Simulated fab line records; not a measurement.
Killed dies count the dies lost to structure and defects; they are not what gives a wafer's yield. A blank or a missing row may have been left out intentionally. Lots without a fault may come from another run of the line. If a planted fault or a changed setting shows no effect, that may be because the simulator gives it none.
8D (eight disciplines) problem report, filled in by code :: flow rit-cmos :: the parts of the form that need people (team, actions taken, sign-off) are left out

== 1. PROBLEM STATEMENT ==
NRETRO_TW at RIT_NRETRO_TW_MEAS_10 reads a mean of 31 on 3 wafers of 1 lot; wafers without a fault read 1046 with a standard deviation of 5.6. That is -99 or more standard deviations from the usual mean.
Earliest sighting: wafer L471.3 on film-metro-04 at day 3 14:18. The record holds 39 wafers of 13 lots with a number at this step. By rule, "out" or "out of limits" means more than 4 standard deviations away from the usual mean. Any other wafer with a number is counted as sound.

== 2. WHAT IT IS, WHAT IT ISN'T ==
question: which readings at this step
is: NRETRO_TW
is not: -

question: which lots
is: L471
is not: L466, L467, L470, L480, L481, L482, L483, L484, L485, L486, L487, L488

question: which wafers of those lots
is: all that have a number
is not: -

question: read on which gauges
is: film-metro-04
is not: film-metro-01, film-metro-02

question: when
is: from day 3 14:18
is not: up to then (9 sound wafers); but 27 sound wafers of L480, L481, L482, L483, L484, L485, L486, L487, L488 came after

== 3. SUSPECTS, AND WHAT RULES EACH OUT ==
Counting: a tool stays on the suspect list if, at a process step up to the reading, it processed all lots that are out and no sound lot following the first of them.
- the gauge at RIT_NRETRO_TW_MEAS_10 is ruled out. All the wafers that are out were read on film-metro-04, but those of them that RIT_NWELL_STRIP_09 has rows for are out there too, on other tools.
- plasma-asher-01 at RIT_NWELL_STRIP_09 (strips in O2, time 180 s): ruled out as a lasting fault. After its first lot that is out, L471 (day 3 04:55), sound lots L480, L486, L487 ran on it.
Left after counting: nothing in the record.

== 4. THE CAUSE (what the simulator had put in) ==
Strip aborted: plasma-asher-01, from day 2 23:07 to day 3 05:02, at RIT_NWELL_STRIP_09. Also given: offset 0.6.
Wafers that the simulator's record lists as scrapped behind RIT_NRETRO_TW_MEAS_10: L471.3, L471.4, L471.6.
Counting ruled it out, wrongly: the rule takes a fault to strike every lot that its tool runs from its start on, and this one did not.

== 5. THE CHAIN OF EFFECTS, in route order ==
Each row: a reading where the mean over the struck wafers with a number is more than 3 standard deviations away from the usual. Only readings for which the record gives a usual standard deviation are gone through. hours: the time from each lot's start at the first step in this table that gives one to its start at this step, as a median over the lots. sigmas: the change in usual standard deviations.
hours: 0
step: RIT_NWELL_STRIP_09
reading: run-length-s
usual: 208.14 s
on struck wafers: 72.22
change: -135.92
sigmas: -99 or more

hours: 9
step: RIT_NRETRO_TW_MEAS_10
reading: NRETRO_TW
usual: 1046
on struck wafers: 31
change: -1015
sigmas: -99 or more
Here are the process steps it includes:
- RIT_NWELL_STRIP_09: strips in O2, time 180 s.

== 6. HOW IT WOULD HAVE BEEN CAUGHT EARLIER ==
Counted from the fault's start at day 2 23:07, it took 15 hours until the first out-of-limits reading at a measuring or inspecting step in this record, taken at day 3 14:18.
The tool's own readings at RIT_NWELL_STRIP_09 were out on every struck wafer that the step has a row for (run-length-s): an alarm limit on them would have fired on the first of those.
